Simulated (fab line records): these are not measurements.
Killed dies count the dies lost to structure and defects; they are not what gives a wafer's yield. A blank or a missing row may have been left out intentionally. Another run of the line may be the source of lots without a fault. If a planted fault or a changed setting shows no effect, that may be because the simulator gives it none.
Which tool is to blame? / flow rit-cmos / 39 wafers from 13 lots sampled at 2 of the route's 202 steps

## WHAT THE GAUGES SHOWED, per wafer
RIT_CONTACT_THK_MEAS_01.
lot=L484; measured=day 3 06:43; on=film-metro-03; CONTACT_TEOS_THK (nm)=393 398 404
lot=L485; measured=day 3 12:32; on=film-metro-02; CONTACT_TEOS_THK (nm)=398 400 406
lot=L486; measured=day 3 15:16; on=film-metro-03; CONTACT_TEOS_THK (nm)=401 401 405
lot=L487; measured=day 3 22:10; on=film-metro-02; CONTACT_TEOS_THK (nm)=402 405 401
lot=L488; measured=day 4 02:09; on=film-metro-04; CONTACT_TEOS_THK (nm)=402 399 407
lot=L489; measured=day 4 05:48; on=film-metro-04; CONTACT_TEOS_THK (nm)=396 400 404
lot=L498; measured=day 6 01:32; on=film-metro-03; CONTACT_TEOS_THK (nm)=397 441 399
lot=L499; measured=day 6 04:42; on=film-metro-02; CONTACT_TEOS_THK (nm)=401 401 404
lot=L500; measured=day 6 11:20; on=film-metro-03; CONTACT_TEOS_THK (nm)=401 397 408
lot=L502; measured=day 6 21:05; on=film-metro-02; CONTACT_TEOS_THK (nm)=406 405 408
lot=L503; measured=day 7 03:05; on=film-metro-02; CONTACT_TEOS_THK (nm)=398 396 402
lot=L505; measured=day 7 13:46; on=film-metro-03; CONTACT_TEOS_THK (nm)=397 405 399
lot=L506; measured=day 7 18:56; on=film-metro-03; CONTACT_TEOS_THK (nm)=395 391 401

## WHAT TOOL EACH LOT RAN ON (gives the tool, then ch and the chambers of the sampled wafers, and finally the start)
lot=L484; RIT_CONTACT_CVD_00=pecvd-03 ch 0,1,2, day 3 06:39
lot=L485; RIT_CONTACT_CVD_00=pecvd-01 ch 0,2, day 3 12:29
lot=L486; RIT_CONTACT_CVD_00=pecvd-04 ch 0,2, day 3 15:12
lot=L487; RIT_CONTACT_CVD_00=pecvd-03 ch 1,2, day 3 22:06
lot=L488; RIT_CONTACT_CVD_00=pecvd-01 ch 0,2, day 4 02:06
lot=L489; RIT_CONTACT_CVD_00=pecvd-04 ch 1,2, day 4 05:44
lot=L498; RIT_CONTACT_CVD_00=pecvd-01 ch 0,2, day 6 01:27
lot=L499; RIT_CONTACT_CVD_00=pecvd-04 ch 0,1,2, day 6 04:39
lot=L500; RIT_CONTACT_CVD_00=pecvd-03 ch 1,2, day 6 11:17
lot=L502; RIT_CONTACT_CVD_00=pecvd-04 ch 0,1,2, day 6 21:02
lot=L503; RIT_CONTACT_CVD_00=pecvd-03 ch 0,1,2, day 7 03:02
lot=L505; RIT_CONTACT_CVD_00=pecvd-04 ch 1,2, day 7 13:42
lot=L506; RIT_CONTACT_CVD_00=pecvd-03 ch 0,1,2, day 7 18:53
- RIT_CONTACT_CVD_00: deposits SiO2 from TEOS, target thk 400 nm, time 61 s.

## AS READ BY THE TOOLS THEMSELVES (means over the sampled wafers that have a number; for cases with no such wafer, the mark the record gives instead)
RIT_CONTACT_CVD_00.
lot=L484; tool=pecvd-03; heater-power-w (W)=291
lot=L485; tool=pecvd-01; heater-power-w (W)=424
lot=L486; tool=pecvd-04; heater-power-w (W)=284
lot=L487; tool=pecvd-03; heater-power-w (W)=318
lot=L488; tool=pecvd-01; heater-power-w (W)=389
lot=L489; tool=pecvd-04; heater-power-w (W)=336
lot=L498; tool=pecvd-01; heater-power-w (W)=341
lot=L499; tool=pecvd-04; heater-power-w (W)=296
lot=L500; tool=pecvd-03; heater-power-w (W)=319
lot=L502; tool=pecvd-04; heater-power-w (W)=316
lot=L503; tool=pecvd-03; heater-power-w (W)=326
lot=L505; tool=pecvd-04; heater-power-w (W)=337
lot=L506; tool=pecvd-03; heater-power-w (W)=298

## THE ANSWER, worked out from the rows above alone
Rule: what is usual is taken from the lots themselves. Put in order of their means at a reading, lots are off if they are a third of the lots or fewer, leave a main group of 4 or more, and stand apart from it by a gap of 3 or more times the standard deviation of the main group's means; of several such gaps the widest counts. The tables above print the reading to a certain number of digits; a main group whose means all agree to those digits is not used. Also off: a lot with no number at a reading for which 4 or more lots have one. Where the step has rows for the other lots, those lots are counted as sound. First the gauges in route order, then the tools' own readings, where a lot's mean is used as printed above. At the first step where some lot is off, the reading lying furthest off is the one used; lots without a number count as furthest.
Across all readings shown, no lot is off: no conclusion can be drawn from this.

## WHAT HAD BEEN PUT IN BY THE SIMULATOR
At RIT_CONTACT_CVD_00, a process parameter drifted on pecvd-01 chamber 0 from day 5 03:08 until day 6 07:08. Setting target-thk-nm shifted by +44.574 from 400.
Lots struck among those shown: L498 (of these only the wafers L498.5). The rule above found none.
